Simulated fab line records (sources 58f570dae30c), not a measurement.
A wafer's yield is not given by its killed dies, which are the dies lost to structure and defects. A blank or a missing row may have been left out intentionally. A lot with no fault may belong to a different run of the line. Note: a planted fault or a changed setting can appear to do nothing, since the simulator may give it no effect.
Split-lot trial ; flow berkeley-cmos170 ; route with 331 steps; 5 lots, 23 wafers read

ABOUT THE SPLIT
At UCB170_ACTIVE_STRIP_16 (strips in O2), the setting power-w was moved away from the recipe's 400 W on 5 of the 23 wafers read, by +4.3% to +10.7%. All remaining wafers had this setting at the recipe value.

The reading is taken at the split's own step.

THE READING
oes-product-au, in a.u., at UCB170_ACTIVE_STRIP_16 (strips in O2). On this fab line, fault-free wafers typically give 0.720 a.u. with a standard deviation of 0.0039 a.u.

wafer;tool, chamber at the split;power-w as run, W;against the recipe;oes-product-au, a.u.;against lot-mates on the recipe
L078.1;plasma-asher-03, 0;400;recipe;0.725;-
L078.2;plasma-asher-03, 1;400;recipe;0.721;-
L078.4;plasma-asher-03, 1;400;recipe;0.718;-
L078.5;plasma-asher-03, 1;400;recipe;0.717;-
L078.6;plasma-asher-03, 0;400;recipe;0.721;-
L077.1;plasma-asher-04, 0;400;recipe;0.720;-
L077.2;plasma-asher-04, 1;400;recipe;0.723;-
L077.3;plasma-asher-04, 1;400;recipe;0.725;-
L077.4;plasma-asher-04, 0;443;+10.7%;0.758;+0.035
L077.5;plasma-asher-04, 0;443;+10.7%;0.759;+0.036
L080.1;plasma-asher-01, 0;400;recipe;0.715;-
L080.3;plasma-asher-01, 0;400;recipe;0.718;-
L080.5;plasma-asher-01, 1;400;recipe;0.723;-
L084.1;plasma-asher-03, 1;400;recipe;0.729;-
L084.3;plasma-asher-03, 0;400;recipe;0.722;-
L084.4;plasma-asher-03, 1;400;recipe;0.724;-
L084.5;plasma-asher-03, 1;400;recipe;0.723;-
L084.6;plasma-asher-03, 0;400;recipe;0.728;-
L085.1;plasma-asher-04, 1;417.4;+4.3%;0.734;+0.012
L085.2;plasma-asher-04, 0;417.4;+4.3%;0.731;+0.009
L085.3;plasma-asher-04, 0;417.4;+4.3%;0.732;+0.010
L085.5;plasma-asher-04, 1;400;recipe;0.725;-
L085.6;plasma-asher-04, 0;400;recipe;0.719;-

THE FIT
A straight line over all 23 wafers: oes-product-au changes by +0.00323 a.u. for each +1% of power-w; r = +0.95; the points scatter about the line by 0.0037 a.u.
The same after taking each lot's own level away (the mean of its wafers on the recipe; 23 wafers): +0.00318 a.u. for each +1%; r = +0.96; scatter 0.003 a.u.
Per that fit: largest power-w move, reading shift of 0.034 a.u.
Measured against the standard deviation above, the lots' own levels, which go from 0.7187 to 0.7252 a.u., span 1.7 times it.
The two slopes are in agreement: the lot-to-lot level therefore moves the slope only a little.
Check: with one of the wafers moved furthest among these (+10.7%) left out of the fit, the line predicts +0.0329 a.u. for it against its lot-mates. It came out at +0.0353 a.u. against them.
Tool readings at the split's step, against how far the setting was moved: oes-product-au r = +0.95; strip-time-to-endpoint-s r = -0.99.

OTHER SPLITS ON THESE WAFERS
These wafers also went through other splits before the reading. Each is held against what the fit with the lots' levels taken away leaves over:
other split on the same wafers;wafers away from the commonest value;r with oes-product-au (lot level and that fit taken away)
UCB170_START_OXIDATION_02 temp-c;5;+0.33
UCB170_ZERO_STRIP_07 o2-flow-sccm;7;-0.37
UCB170_NWELL_CVD_04 pressure-mtorr;10;+0.02
UCB170_NWELL_ETCH_13 time-s;5;-0.24

THE WHOLE CHAIN: every reading that the file lists as answering this split, in the file's order
step;what it does;reading;change (the file's fit);r (the file's)
UCB170_ACTIVE_STRIP_16;strips in O2;oes-product-au;+0.0032 a.u. for each +1% of the setting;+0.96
UCB170_ACTIVE_STRIP_16;strips in O2;strip-time-to-endpoint-s;withheld for each +1% of the setting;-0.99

THE FILE'S OWN FIT
oes-product-au changes by +0.0032 a.u. for each +1% of power-w, r = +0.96.
